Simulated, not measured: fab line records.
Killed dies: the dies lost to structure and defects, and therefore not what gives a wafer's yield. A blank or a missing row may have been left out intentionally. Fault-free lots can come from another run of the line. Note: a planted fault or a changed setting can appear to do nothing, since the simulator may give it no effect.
fab line records :: flow berkeley-cmos170
record
  lots=5
  wafers=23
route steps=331 shown M3@322
start-h: start of the lot's first displayed wafer, in hours after the record's first day :: wait-h: hours from the lot's prior step to this one :: " repeats the value in the row above :: L1.1+2: a single row standing in for several wafers :: - value missing, or start not given :: * or withheld: withheld :: < > ~ a bound
route shown NAME@n: names a module that has steps shown in the file, with the first one's number in the route :: usual: average and standard deviation across the fault-free wafers :: same: alike in all rows :: chamber/n: place in a boat :: sites: readings site by site :: _std_site: standard deviation across them :: _edge_site: inner sites' mean taken away from outer sites' mean :: radius-mm: for every site, how far away it sits from the centre of the wafer :: mask NAME#n: copy n :: behind: tool/chamber where the wafer was last shaped :: hold: why the lot went on hold/how many hours it stayed there/how the hold came to an end :: device: the transistor (n, p or np) that didn't switch :: end of line: the route-end tests of the same wafers :: step lacking rows: just its recipe :: killed: dies lost to structure and defects at the first sort, not the wafer's yield :: map: the dies of a wafer, with x for killed, . for not killed, _ for no die there
set.NAME: setting as actually run; set.NAME@STEP: the setting as run at that earlier step :: model.NAME: the simulator's own value behind a step, which no gauge read
lots whose settings were changed on purpose; a table a step, a row a wafer
## steps
# step UCB170_M3_PEB_13
# recipe
  peb-temp-c=130
  peb-time-s=withheld
  resist=KrF
lot.wafer: L074.1+2+3+4+6
tool: litho-track-03
chamber: 0
start-h: 156.84
wait-h: 0.2
set.peb-temp-c: 130

lot.wafer: L077.1+5
tool: litho-track-04
chamber: 0
start-h: 177.09
wait-h: 0.5
set.peb-temp-c: 130

lot.wafer: L077.2+3+6
tool: litho-track-04
chamber: 0
start-h: 177.09
wait-h: 0.5
set.peb-temp-c: 133.6

lot.wafer: L076.2+3+5
tool: litho-track-01
chamber: 0
start-h: 177.66
wait-h: 0.4
set.peb-temp-c: 130

lot.wafer: L076.4+6
tool: litho-track-01
chamber: 0
start-h: 177.66
wait-h: 0.4
set.peb-temp-c: 131.1

lot.wafer: L079.1+3+6
tool: litho-track-04
chamber: 0
start-h: -
wait-h: -
set.peb-temp-c: 130

lot.wafer: L080.1+2+3
tool: litho-track-04
chamber: 0
start-h: 205.66
wait-h: 0.1
set.peb-temp-c: 132.5

lot.wafer: L080.4+5
tool: litho-track-04
chamber: 0
start-h: 205.66
wait-h: 0.1
set.peb-temp-c: 130
# step UCB170_M3_DEVELOP_14
# recipe
  developer=TMAH
  develop-time-s=45
  resist=KrF
  dev-temp-c=21
# step UCB170_M3_CD_MEAS_15
# recipe
  target-cd-nm=700
# usual
  cd-nm=700.5/1.2
lot.wafer: L074.1
tool: cd-sem-02
chamber: -
start-h: 157.12
wait-h: -
set.peb-temp-c@M3_PEB_13: 130
cd-nm: 701.2

lot.wafer: L074.2
tool: cd-sem-02
chamber: -
start-h: 157.12
wait-h: -
set.peb-temp-c@M3_PEB_13: 130
cd-nm: 700.5

lot.wafer: L074.3
tool: cd-sem-02
chamber: -
start-h: 157.12
wait-h: -
set.peb-temp-c@M3_PEB_13: 130
cd-nm: 700.7

lot.wafer: L074.4
tool: cd-sem-02
chamber: -
start-h: 157.12
wait-h: -
set.peb-temp-c@M3_PEB_13: 130
cd-nm: 700.7

lot.wafer: L074.6
tool: cd-sem-02
chamber: -
start-h: 157.12
wait-h: -
set.peb-temp-c@M3_PEB_13: 130
cd-nm: 700.5

lot.wafer: L077.1
tool: cd-sem-01
chamber: -
start-h: 177.37
wait-h: -
set.peb-temp-c@M3_PEB_13: 130
cd-nm: 702.2

lot.wafer: L077.2
tool: cd-sem-01
chamber: -
start-h: 177.37
wait-h: -
set.peb-temp-c@M3_PEB_13: 133.6
cd-nm: 682.0

lot.wafer: L077.3
tool: cd-sem-01
chamber: -
start-h: 177.37
wait-h: -
set.peb-temp-c@M3_PEB_13: 133.6
cd-nm: 681.0

lot.wafer: L077.5
tool: cd-sem-01
chamber: -
start-h: 177.37
wait-h: -
set.peb-temp-c@M3_PEB_13: 130
cd-nm: 701.4

lot.wafer: L077.6
tool: cd-sem-01
chamber: -
start-h: 177.37
wait-h: -
set.peb-temp-c@M3_PEB_13: 133.6
cd-nm: 680.9

lot.wafer: L076.2
tool: cd-sem-02
chamber: -
start-h: 177.93
wait-h: -
set.peb-temp-c@M3_PEB_13: 130
cd-nm: 698.8

lot.wafer: L076.3
tool: cd-sem-02
chamber: -
start-h: 177.93
wait-h: -
set.peb-temp-c@M3_PEB_13: 130
cd-nm: 698.5

lot.wafer: L076.4
tool: cd-sem-02
chamber: -
start-h: 177.93
wait-h: -
set.peb-temp-c@M3_PEB_13: 131.1
cd-nm: 692.3

lot.wafer: L076.5
tool: cd-sem-02
chamber: -
start-h: 177.93
wait-h: -
set.peb-temp-c@M3_PEB_13: 130
cd-nm: 698.1

lot.wafer: L076.6
tool: cd-sem-02
chamber: -
start-h: 177.93
wait-h: -
set.peb-temp-c@M3_PEB_13: 131.1
cd-nm: 693.0

lot.wafer: L079.1
tool: cd-sem-02
chamber: -
start-h: 199.64
wait-h: -
set.peb-temp-c@M3_PEB_13: 130
cd-nm: 699.0

lot.wafer: L079.3
tool: cd-sem-02
chamber: -
start-h: 199.64
wait-h: -
set.peb-temp-c@M3_PEB_13: 130
cd-nm: 699.0

lot.wafer: L079.6
tool: cd-sem-02
chamber: -
start-h: 199.64
wait-h: -
set.peb-temp-c@M3_PEB_13: 130
cd-nm: 699.1

lot.wafer: L080.1
tool: cd-sem-01
chamber: -
start-h: 205.97
wait-h: -
set.peb-temp-c@M3_PEB_13: 132.5
cd-nm: 686.1

lot.wafer: L080.2
tool: cd-sem-01
chamber: -
start-h: 205.97
wait-h: -
set.peb-temp-c@M3_PEB_13: 132.5
cd-nm: 687.4

lot.wafer: L080.3
tool: cd-sem-01
chamber: -
start-h: 205.97
wait-h: -
set.peb-temp-c@M3_PEB_13: 132.5
cd-nm: 687.4

lot.wafer: L080.4
tool: cd-sem-01
chamber: -
start-h: 205.97
wait-h: -
set.peb-temp-c@M3_PEB_13: 130
cd-nm: 701.8

lot.wafer: L080.5
tool: cd-sem-01
chamber: -
start-h: 205.97
wait-h: -
set.peb-temp-c@M3_PEB_13: 130
cd-nm: 702.3
# step UCB170_M3_ETCH_17
# recipe
  chemistry=N2/H2
  target-depth-a=withheld
  overetch-a=withheld
  target=BARC
  time-s=withheld
  source-w=500
  bias-w=100
  pressure-mtorr=30
  n2-flow-sccm=100
  h2-flow-sccm=200
lot.wafer: L074.1
tool: rie-diel-02
chamber: 0
start-h: 157.27
wait-h: 0.0
set.peb-temp-c@M3_PEB_13: 130
model.M3.cd-nm: 701.3

lot.wafer: L074.2
tool: rie-diel-02
chamber: 2
start-h: 157.27
wait-h: 0.0
set.peb-temp-c@M3_PEB_13: 130
model.M3.cd-nm: 701.2

lot.wafer: L074.3
tool: rie-diel-02
chamber: 1
start-h: 157.27
wait-h: 0.0
set.peb-temp-c@M3_PEB_13: 130
model.M3.cd-nm: 700.7

lot.wafer: L074.4
tool: rie-diel-02
chamber: 3
start-h: 157.27
wait-h: 0.0
set.peb-temp-c@M3_PEB_13: 130
model.M3.cd-nm: 700.4

lot.wafer: L074.6
tool: rie-diel-02
chamber: 0
start-h: 157.27
wait-h: 0.0
set.peb-temp-c@M3_PEB_13: 130
model.M3.cd-nm: 700.1

lot.wafer: L077.1
tool: rie-diel-04
chamber: 3
start-h: 177.52
wait-h: 0.0
set.peb-temp-c@M3_PEB_13: 130
model.M3.cd-nm: 703

lot.wafer: L077.2
tool: rie-diel-04
chamber: 1
start-h: 177.52
wait-h: 0.0
set.peb-temp-c@M3_PEB_13: 133.6
model.M3.cd-nm: 682

lot.wafer: L077.3
tool: rie-diel-04
chamber: 3
start-h: 177.52
wait-h: 0.0
set.peb-temp-c@M3_PEB_13: 133.6
model.M3.cd-nm: 681.7

lot.wafer: L077.5
tool: rie-diel-04
chamber: 3
start-h: 177.52
wait-h: 0.0
set.peb-temp-c@M3_PEB_13: 130
model.M3.cd-nm: 702.6

lot.wafer: L077.6
tool: rie-diel-04
chamber: 1
start-h: 177.52
wait-h: 0.0
set.peb-temp-c@M3_PEB_13: 133.6
model.M3.cd-nm: 680.9

lot.wafer: L076.2
tool: rie-diel-02
chamber: 2
start-h: 178.07
wait-h: 0.0
set.peb-temp-c@M3_PEB_13: 130
model.M3.cd-nm: 699.2

lot.wafer: L076.3
tool: rie-diel-02
chamber: 3
start-h: 178.07
wait-h: 0.0
set.peb-temp-c@M3_PEB_13: 130
model.M3.cd-nm: 698.8

lot.wafer: L076.4+6
tool: rie-diel-02
chamber: 1
start-h: 178.07
wait-h: 0.0
set.peb-temp-c@M3_PEB_13: 131.1
model.M3.cd-nm: 692.4

lot.wafer: L076.5
tool: rie-diel-02
chamber: 0
start-h: 178.07
wait-h: 0.0
set.peb-temp-c@M3_PEB_13: 130
model.M3.cd-nm: 697.8

lot.wafer: L079.1
tool: rie-diel-03
chamber: 2
start-h: 199.80
wait-h: 0.0
set.peb-temp-c@M3_PEB_13: 130
model.M3.cd-nm: 698.6

lot.wafer: L079.3
tool: rie-diel-03
chamber: 3
start-h: 199.80
wait-h: 0.0
set.peb-temp-c@M3_PEB_13: 130
model.M3.cd-nm: 698

lot.wafer: L079.6
tool: rie-diel-03
chamber: 0
start-h: 199.80
wait-h: 0.0
set.peb-temp-c@M3_PEB_13: 130
model.M3.cd-nm: 698.7

lot.wafer: L080.1
tool: rie-diel-03
chamber: 3
start-h: 206.13
wait-h: 0.0
set.peb-temp-c@M3_PEB_13: 132.5
model.M3.cd-nm: 685.4

lot.wafer: L080.2
tool: rie-diel-03
chamber: 2
start-h: 206.13
wait-h: 0.0
set.peb-temp-c@M3_PEB_13: 132.5
model.M3.cd-nm: 687.2

lot.wafer: L080.3
tool: rie-diel-03
chamber: 0
start-h: 206.13
wait-h: 0.0
set.peb-temp-c@M3_PEB_13: 132.5
model.M3.cd-nm: 687.5

lot.wafer: L080.4
tool: rie-diel-03
chamber: 1
start-h: 206.13
wait-h: 0.0
set.peb-temp-c@M3_PEB_13: 130
model.M3.cd-nm: 702.7

lot.wafer: L080.5
tool: rie-diel-03
chamber: 1
start-h: 206.13
wait-h: 0.0
set.peb-temp-c@M3_PEB_13: 130
model.M3.cd-nm: 702.5
# step UCB170_M3_METAL_ETCH_18
# recipe
  chemistry=Cl2/BCl3
  target=Al
  stop-on=SiO2
  pressure-mtorr=12
  target-depth-a=11700
  over-etch-frac=0.3
  time-s=195
  icp-w=600
  bias-w=120
  Cl2_flow_sccm=90
  bcl3-flow-sccm=45
lot.wafer: L074.1
tool: rie-metal-03
chamber: 0
start-h: 157.31
wait-h: -
set.peb-temp-c@M3_PEB_13: 130
model.M3.cd-nm: 701.9

lot.wafer: L074.2
tool: rie-metal-03
chamber: 1
start-h: 157.31
wait-h: -
set.peb-temp-c@M3_PEB_13: 130
model.M3.cd-nm: 703.4

lot.wafer: L074.3
tool: rie-metal-03
chamber: 0
start-h: 157.31
wait-h: -
set.peb-temp-c@M3_PEB_13: 130
model.M3.cd-nm: 701.1

lot.wafer: L074.4
tool: rie-metal-03
chamber: 1
start-h: 157.31
wait-h: -
set.peb-temp-c@M3_PEB_13: 130
model.M3.cd-nm: 702

lot.wafer: L074.6
tool: rie-metal-03
chamber: 0
start-h: 157.31
wait-h: -
set.peb-temp-c@M3_PEB_13: 130
model.M3.cd-nm: 699.4

lot.wafer: L077.1
tool: rie-metal-02
chamber: 1
start-h: 177.59
wait-h: -
set.peb-temp-c@M3_PEB_13: 130
model.M3.cd-nm: 704.3

lot.wafer: L077.2
tool: rie-metal-02
chamber: 0
start-h: 177.59
wait-h: -
set.peb-temp-c@M3_PEB_13: 133.6
model.M3.cd-nm: 682.5

lot.wafer: L077.3
tool: rie-metal-02
chamber: 0
start-h: 177.59
wait-h: -
set.peb-temp-c@M3_PEB_13: 133.6
model.M3.cd-nm: 683.3

lot.wafer: L077.5
tool: rie-metal-02
chamber: 0
start-h: 177.59
wait-h: -
set.peb-temp-c@M3_PEB_13: 130
model.M3.cd-nm: 703.9

lot.wafer: L077.6
tool: rie-metal-02
chamber: 1
start-h: 177.59
wait-h: -
set.peb-temp-c@M3_PEB_13: 133.6
model.M3.cd-nm: 683

lot.wafer: L076.2
tool: rie-metal-01
chamber: 0
start-h: 178.11
wait-h: -
set.peb-temp-c@M3_PEB_13: 130
model.M3.cd-nm: 698.6

lot.wafer: L076.3
tool: rie-metal-01
chamber: 1
start-h: 178.11
wait-h: -
set.peb-temp-c@M3_PEB_13: 130
model.M3.cd-nm: 697.3

lot.wafer: L076.4
tool: rie-metal-01
chamber: 0
start-h: 178.11
wait-h: -
set.peb-temp-c@M3_PEB_13: 131.1
model.M3.cd-nm: 689.3

lot.wafer: L076.5
tool: rie-metal-01
chamber: 0
start-h: 178.11
wait-h: -
set.peb-temp-c@M3_PEB_13: 130
model.M3.cd-nm: 693.7

lot.wafer: L076.6
tool: rie-metal-01
chamber: 1
start-h: 178.11
wait-h: -
set.peb-temp-c@M3_PEB_13: 131.1
model.M3.cd-nm: 691.3

lot.wafer: L079.1
tool: rie-metal-02
chamber: 1
start-h: 199.84
wait-h: -
set.peb-temp-c@M3_PEB_13: 130
model.M3.cd-nm: 697.2

lot.wafer: L079.3
tool: rie-metal-02
chamber: 1
start-h: 199.84
wait-h: -
set.peb-temp-c@M3_PEB_13: 130
model.M3.cd-nm: 696.2

lot.wafer: L079.6
tool: rie-metal-02
chamber: 0
start-h: 199.84
wait-h: -
set.peb-temp-c@M3_PEB_13: 130
model.M3.cd-nm: 700.1

lot.wafer: L080.1
tool: rie-metal-01
chamber: 0
start-h: 206.17
wait-h: -
set.peb-temp-c@M3_PEB_13: 132.5
model.M3.cd-nm: 683.5

lot.wafer: L080.2
tool: rie-metal-01
chamber: 1
start-h: 206.17
wait-h: -
set.peb-temp-c@M3_PEB_13: 132.5
model.M3.cd-nm: 687

lot.wafer: L080.3
tool: rie-metal-01
chamber: 1
start-h: 206.17
wait-h: -
set.peb-temp-c@M3_PEB_13: 132.5
model.M3.cd-nm: 683.4

lot.wafer: L080.4
tool: rie-metal-01
chamber: 0
start-h: 206.17
wait-h: -
set.peb-temp-c@M3_PEB_13: 130
model.M3.cd-nm: 699.9

lot.wafer: L080.5
tool: rie-metal-01
chamber: 1
start-h: 206.17
wait-h: -
set.peb-temp-c@M3_PEB_13: 130
model.M3.cd-nm: 700
# step UCB170_M3_STRIP_19
# recipe
  chemistry=O2
  power-w=400
  pressure-mtorr=3500
  platen-temp-c=withheld
  o2-flow-sccm=400
  overash-fraction=0.5
# step UCB170_M3_CD_MEAS_90
# recipe
  target-cd-nm=700
# usual
  cd-nm=699.9/2.5
lot.wafer: L074.1
tool: cd-sem-02
chamber: -
start-h: 157.60
wait-h: 0.1
set.peb-temp-c@M3_PEB_13: 130
cd-nm: 701.7

lot.wafer: L074.2
tool: cd-sem-02
chamber: -
start-h: 157.60
wait-h: 0.1
set.peb-temp-c@M3_PEB_13: 130
cd-nm: 703.4

lot.wafer: L074.3
tool: cd-sem-02
chamber: -
start-h: 157.60
wait-h: 0.1
set.peb-temp-c@M3_PEB_13: 130
cd-nm: 701.3

lot.wafer: L074.4
tool: cd-sem-02
chamber: -
start-h: 157.60
wait-h: 0.1
set.peb-temp-c@M3_PEB_13: 130
cd-nm: 702.2

lot.wafer: L074.6
tool: cd-sem-02
chamber: -
start-h: 157.60
wait-h: 0.1
set.peb-temp-c@M3_PEB_13: 130
cd-nm: 699.3

lot.wafer: L077.1
tool: cd-sem-01
chamber: -
start-h: 177.87
wait-h: 0.1
set.peb-temp-c@M3_PEB_13: 130
cd-nm: 704.2

lot.wafer: L077.2
tool: cd-sem-01
chamber: -
start-h: 177.87
wait-h: 0.1
set.peb-temp-c@M3_PEB_13: 133.6
cd-nm: 682.4

lot.wafer: L077.3
tool: cd-sem-01
chamber: -
start-h: 177.87
wait-h: 0.1
set.peb-temp-c@M3_PEB_13: 133.6
cd-nm: 683.4

lot.wafer: L077.5
tool: cd-sem-01
chamber: -
start-h: 177.87
wait-h: 0.1
set.peb-temp-c@M3_PEB_13: 130
cd-nm: 704.1

lot.wafer: L077.6
tool: cd-sem-01
chamber: -
start-h: 177.87
wait-h: 0.1
set.peb-temp-c@M3_PEB_13: 133.6
cd-nm: 682.8

lot.wafer: L076.2
tool: cd-sem-02
chamber: -
start-h: 178.42
wait-h: 0.1
set.peb-temp-c@M3_PEB_13: 130
cd-nm: 698.5

lot.wafer: L076.3
tool: cd-sem-02
chamber: -
start-h: 178.42
wait-h: 0.1
set.peb-temp-c@M3_PEB_13: 130
cd-nm: 697.5

lot.wafer: L076.4
tool: cd-sem-02
chamber: -
start-h: 178.42
wait-h: 0.1
set.peb-temp-c@M3_PEB_13: 131.1
cd-nm: 689.3

lot.wafer: L076.5
tool: cd-sem-02
chamber: -
start-h: 178.42
wait-h: 0.1
set.peb-temp-c@M3_PEB_13: 130
cd-nm: 693.4

lot.wafer: L076.6
tool: cd-sem-02
chamber: -
start-h: 178.42
wait-h: 0.1
set.peb-temp-c@M3_PEB_13: 131.1
cd-nm: 691.1

lot.wafer: L079.1
tool: cd-sem-02
chamber: -
start-h: 200.13
wait-h: 0.1
set.peb-temp-c@M3_PEB_13: 130
cd-nm: 697.1

lot.wafer: L079.3
tool: cd-sem-02
chamber: -
start-h: 200.13
wait-h: 0.1
set.peb-temp-c@M3_PEB_13: 130
cd-nm: 696.2

lot.wafer: L079.6
tool: cd-sem-02
chamber: -
start-h: 200.13
wait-h: 0.1
set.peb-temp-c@M3_PEB_13: 130
cd-nm: 700.3

lot.wafer: L080.1
tool: cd-sem-01
chamber: -
start-h: 206.46
wait-h: 0.1
set.peb-temp-c@M3_PEB_13: 132.5
cd-nm: 683.4

lot.wafer: L080.2
tool: cd-sem-01
chamber: -
start-h: 206.46
wait-h: 0.1
set.peb-temp-c@M3_PEB_13: 132.5
cd-nm: 686.8

lot.wafer: L080.3
tool: cd-sem-01
chamber: -
start-h: 206.46
wait-h: 0.1
set.peb-temp-c@M3_PEB_13: 132.5
cd-nm: 683.4

lot.wafer: L080.4
tool: cd-sem-01
chamber: -
start-h: 206.46
wait-h: 0.1
set.peb-temp-c@M3_PEB_13: 130
cd-nm: 700.0

lot.wafer: L080.5
tool: cd-sem-01
chamber: -
start-h: 206.46
wait-h: 0.1
set.peb-temp-c@M3_PEB_13: 130
cd-nm: 700.1
## key
split
  step=UCB170_M3_PEB_13
  setting=peb-temp-c
  stated=130
  by=wafer
response
  step=UCB170_M3_CD_MEAS_15
  reading=cd-nm
  change=-7.49
  per=1%
  r=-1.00
response
  step=UCB170_M3_ETCH_17
  reading=model.M3.cd-nm
  change=-7.83
  per=1%
  r=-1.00
response
  step=UCB170_M3_METAL_ETCH_18
  reading=model.M3.cd-nm
  change=-7.73
  per=1%
  r=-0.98
response
  step=UCB170_M3_CD_MEAS_90
  reading=cd-nm
  change=-7.78
  per=1%
  r=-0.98
